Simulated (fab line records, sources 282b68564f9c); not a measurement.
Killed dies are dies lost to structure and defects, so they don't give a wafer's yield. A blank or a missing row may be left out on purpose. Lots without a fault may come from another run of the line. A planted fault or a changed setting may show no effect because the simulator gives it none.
Which tool did it? | flow rit_cmos | 7 lots, 21 wafers sampled, at 2 steps of a route of 202

WHAT THE GAUGES READ, wafer by wafer
RIT_ACTIVE_CD_MEAS_90: target cd 1400 nm.
lot  | measured    | on        | cd_nm (nm)
L135 | day 1 20:01 | cd_sem-01 | 1400.7 1400.4 1401.1
L138 | day 2 11:05 | cd_sem-01 | 1397.7 1398.1 1399.2
L141 | day 3 03:13 | cd_sem-02 | 1397.1 1396.6 1396.4
L145 | day 3 23:19 | cd_sem-02 | 1400.4 1402.1 1399.2
L148 | day 4 13:53 | cd_sem-01 | 1397.2 1397.6 1399.4
L150 | day 4 23:02 | cd_sem-01 | 1384.4 1385.0 1384.7
L157 | day 6 10:08 | cd_sem-02 | 1401.5 1399.3 1401.4

WHICH TOOL RAN EACH LOT (tool, then ch and the chambers of the sampled wafers, then the start)
lot  | RIT_ACTIVE_HARDBAKE_12
L135 | litho_track-03 ch 0, day 1 19:34
L138 | litho_track-02 ch 0, day 2 10:34
L141 | litho_track-03 ch 0, day 3 02:46
L145 | litho_track-02 ch 0, day 3 22:52
L148 | litho_track-03 ch 0, day 4 13:26
L150 | litho_track-02 ch 0, day 4 22:35
L157 | litho_track-01 ch 0, day 6 09:41
- RIT_ACTIVE_HARDBAKE_12: time 60 s.

THE ANSWER, worked out from the rows above alone
Rule: what is usual is taken from the lots themselves. Put in order of their means at a reading, lots are off if they are a third of the lots or fewer, leave a main group of 4 or more, and stand apart from it by a gap of 3 or more times the standard deviation of the main group's means; of several such gaps the widest counts. A main group whose means are all the same, to the digits that the tables above print for the reading, isn't used. A lot without any number at a reading at which 4 lots or more have one is off too. The other lots that the step has rows for count as sound.
Off: L150, at RIT_ACTIVE_CD_MEAS_90 (cd_nm). The main group: mean 1399.2 nm, standard deviation 1.6.
A tool fits if, at a process step before that reading, it ran every lot that is off, and no sound lot after the first of them. The gauges at RIT_ACTIVE_CD_MEAS_90 are tried like those tools. Can't be told from this: 2 tools fit, litho_track-02 at RIT_ACTIVE_HARDBAKE_12, cd_sem-01 at RIT_ACTIVE_CD_MEAS_90.

WHAT THE SIMULATOR HAD PUT IN
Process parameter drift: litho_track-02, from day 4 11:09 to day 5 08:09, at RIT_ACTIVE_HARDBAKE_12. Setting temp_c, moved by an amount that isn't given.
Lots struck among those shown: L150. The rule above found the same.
